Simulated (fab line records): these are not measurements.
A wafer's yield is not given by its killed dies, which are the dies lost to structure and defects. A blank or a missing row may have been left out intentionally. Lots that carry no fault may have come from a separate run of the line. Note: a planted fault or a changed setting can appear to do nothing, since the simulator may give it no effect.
Comparing a struck lot with a sound one || flow rit-cmos || 18 steps out of a route of 202
Sound: wafers L348.1, L348.2, L348.4. Wafers L355.3, L355.4, L355.6 were the ones struck. Last of all comes the cause.
Per side, at each step with rows, come the tool, then ch with its chambers, and then its first start. Under that, the readings that differ: sound wafers || struck wafers || difference of the means || sigmas: that difference in standard deviations of wafers without a fault.
alike: readings whose means differ by less than 2 such deviations, and words and numbers that are the same on both sides. not compared: withheld readings, readings that some wafer has no value for, bounds like >300 that may hide the same value, and numbers for which the record gives no deviation and whose values overlap.
The two part at a step that has a row with sigmas, a row that says differs or no value, or rows on one side only. Numbers that don't overlap but have no deviation are shown without sigmas and don't part them. A reading missing from all wafers of one side parts the sides only when that side holds two or more wafers.

first, 4 steps without rows for these wafers: RIT_PSD_SOFTBAKE_02 (time 60 s); RIT_PSD_EXPOSE_03 (exposes mask M10, target cd 40900 nm); RIT_PSD_PEB_04; RIT_PSD_DEVELOP_05 (develop time 50 s).
RIT_PSD_OVL_MEAS_06:
  sound on overlay-02, day 3 16:02; struck on overlay-02, day 5 10:36
  alike: PSD_OVL
then, 2 steps without rows for these wafers: RIT_PSD_HARDBAKE_07 (time 60 s); RIT_PSD_IMPLANT_08.
RIT_PSD_STRIP_09: strips in O2, time 180 s.
  sound on plasma-asher-04 ch 0,1, day 3 16:22; struck on plasma-asher-03 ch 0,1, day 5 11:09
  alike: drypump-motor-current-A
  not compared: rf-hours-counter-h
RIT_PSD_TW_MEAS_10:
  sound on film-metro-02, day 3 16:32; struck on film-metro-02, day 5 11:17
  alike: PSD_TW
then, 3 steps without rows for these wafers: RIT_SDANNEAL_CLEAN_00 (cleans in SC1, time 600 s); RIT_SDANNEAL_CLEAN_01 (cleans in dHF, time 30 s); RIT_SDANNEAL_CLEAN_02 (cleans in SC2, time 600 s).
RIT_SDANNEAL_RTA_03: time 5 s.
  sound on rtp-anneal-01 ch 0, day 3 16:58; struck on rtp-anneal-01 ch 0, day 5 11:44
{"reading": "wafer_temp_C_max", "sound": "1054.4 1054.2 1052.2", "struck": "1045.8 1044.1 1047.4", "difference": -7.8, "sigmas": -6}
RIT_SDANNEAL_RS_MEAS_04: uses a four-point probe to measure.
  sound on film-metro-02, day 3 17:02; struck on film-metro-03, day 5 12:13
{"reading": "PSD_RS (ohm/sq)", "sound": "115.8 116.2 116.0", "struck": "121.4 122.1 121.5", "difference": "+5.7", "sigmas": "+18"}
  not compared: hold
RIT_SDANNEAL_RS_MEAS_05: uses a four-point probe to measure.
  sound on film-metro-02, day 3 17:09; struck on film-metro-03, day 5 23:31
{"reading": "hold", "sound": "- - -", "struck": "await-dispo/11.2h/release await-dispo/11.2h/release await-dispo/11.2h/release", "difference": "no value on the sound wafers", "sigmas": ""}
{"reading": "NSD_RS (ohm/sq)", "sound": "84.61 84.67 84.18", "struck": "84.94 85.04 85.04", "difference": "+0.52", "sigmas": "+2"}
RIT_SDANNEAL_RS_MEAS_06: uses a four-point probe to measure.
  sound on film-metro-02, day 3 17:16; struck on film-metro-03, day 5 23:56
{"reading": "PLDD_RS (ohm/sq)", "sound": "178.5 178.2 178.4", "struck": "183.3 183.8 183.5", "difference": "+5.2", "sigmas": "+10"}
  not compared: hold
RIT_SDANNEAL_RS_MEAS_07: uses a four-point probe to measure.
  sound on film-metro-02, day 3 17:23; struck on film-metro-02, day 6 06:38
{"reading": "hold", "sound": "- - -", "struck": "await-dispo/6.6h/release await-dispo/6.6h/release await-dispo/6.6h/release", "difference": "no value on the sound wafers", "sigmas": ""}
  alike: NLDD_RS
RIT_M1_PROBE_99:
  sound on prober-02, day 4 00:33; struck on prober-02, day 6 13:39
  alike: killed-at-front-end, killed-dies, killed-open, killed-short

## WHERE THEY PART
At RIT_SDANNEAL_RTA_03 first; at RIT_SDANNEAL_RS_MEAS_07 last (within this record only). Later steps at which nothing parts them and some readings are alike: RIT_M1_PROBE_99.

WHY: what the simulator had put in
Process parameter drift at RIT_SDANNEAL_RTA_03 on rtp-anneal-01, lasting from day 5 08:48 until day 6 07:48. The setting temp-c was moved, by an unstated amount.
